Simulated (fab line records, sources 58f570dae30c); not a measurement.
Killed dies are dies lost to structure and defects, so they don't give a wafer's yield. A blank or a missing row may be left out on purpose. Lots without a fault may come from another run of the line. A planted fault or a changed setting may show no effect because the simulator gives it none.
One fault seen from 2 desks | flow berkeley_cmos170 | each desk has only its own numbers; what lay behind them comes last

THE METROLOGY DESK
What the gauges read, lot by lot, whatever tool the lot ran on: means of the sampled wafers that have a number. A lot is out of limits, marked OUT, if its mean lies more than 4 standard deviations from the usual mean; the brackets give that distance.
Columns: A = cd_nm at UCB170_GATE_CD_MEAS_90, usual 350.1 nm; B = V2_POLISHED_THK at UCB170_V2_THK_MEAS_04, usual 1000.5 nm; C = M3_BOW at UCB170_M3_BOW_MEAS_20, usual 35 um
lot  | first seen here | A     | B      | C
L200 | day 5 15:11     | 350.9 | 1001.4 | 38
L202 | day 6 04:51     | 351.4 | 1000.1 | 32
L203 | day 6 18:14     | 348.4 | 1001.0 | 30
L204 | day 7 07:31     | 349.7 | 1001.8 | 31
L206 | day 7 07:46     | 351.6 | 1001.4 | 38
L208 | day 8 06:31     | 350.3 | 999.9  | 30
L209 | day 8 16:47     | 350.4 | 1001.5 | 36
L210 | day 8 17:01     | 349.3 | 1001.2 | 38
L212 | day 8 17:10     | 351.4 | 1000.9 | 37
L214 | day 9 07:56     | 350.4 | 1001.2 | 36
L215 | day 9 14:46     | 350.0 | 999.8  | 31
L216 | day 9 15:01     | 351.1 | 1000.0 | 42
L217 | day 9 20:56     | 350.5 | 1000.3 | 33
L219 | day 10 08:20    | 351.0 | 1000.4 | 32
L220 | day 10 08:29    | 349.5 | 1000.1 | 35
This desk's finding: nothing out of limits on any of the 15 lots.

THE TOOL OWNER'S DESK: furnace-01
The tool's own readings at UCB170_WELLDRIVE_OXIDATION_01 (target thk 199 nm, ox time 9000 s): means of the sampled wafers that have a number, for each lot that ran on this tool. A lot is out of limits, marked OUT, if its mean lies more than 4 standard deviations from the usual mean; the brackets give that distance.
Columns: A = spike_tc_centre_C at UCB170_WELLDRIVE_OXIDATION_01, usual 1103.2 C; B = zone_power_centre_pct at UCB170_WELLDRIVE_OXIDATION_01, usual 57 %
lot  | first seen here | A                | B
L208 | day 5 10:49     | 1103.6           | 54
L215 | day 6 12:09     | 1131.9 (+22) OUT | 68
L216 | day 6 15:39     | 1131.5 (+22) OUT | 68
L217 | day 6 23:11     | 1131.0 (+21) OUT | 69
This desk's finding: out of limits on L215, L216, L217; first on L215, day 6 12:09 (spike_tc_centre_C at UCB170_WELLDRIVE_OXIDATION_01). In limits: L208.

PUT TOGETHER
The tool owner's desk could have raised an alarm at day 6 12:09, on L215, L216, L217.
The metrology desk saw nothing out of limits.
The metrology desk has L215, L216, L217 on record, within its limits.
Of the lots named, all ran UCB170_WELLDRIVE_OXIDATION_01 on furnace-01.

WHAT THE SIMULATOR HAD PUT IN
Process parameter drift: furnace-01, from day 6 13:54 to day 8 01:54, at UCB170_WELLDRIVE_OXIDATION_01. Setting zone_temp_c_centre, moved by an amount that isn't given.
Lots struck among those shown: L215, L216, L217.
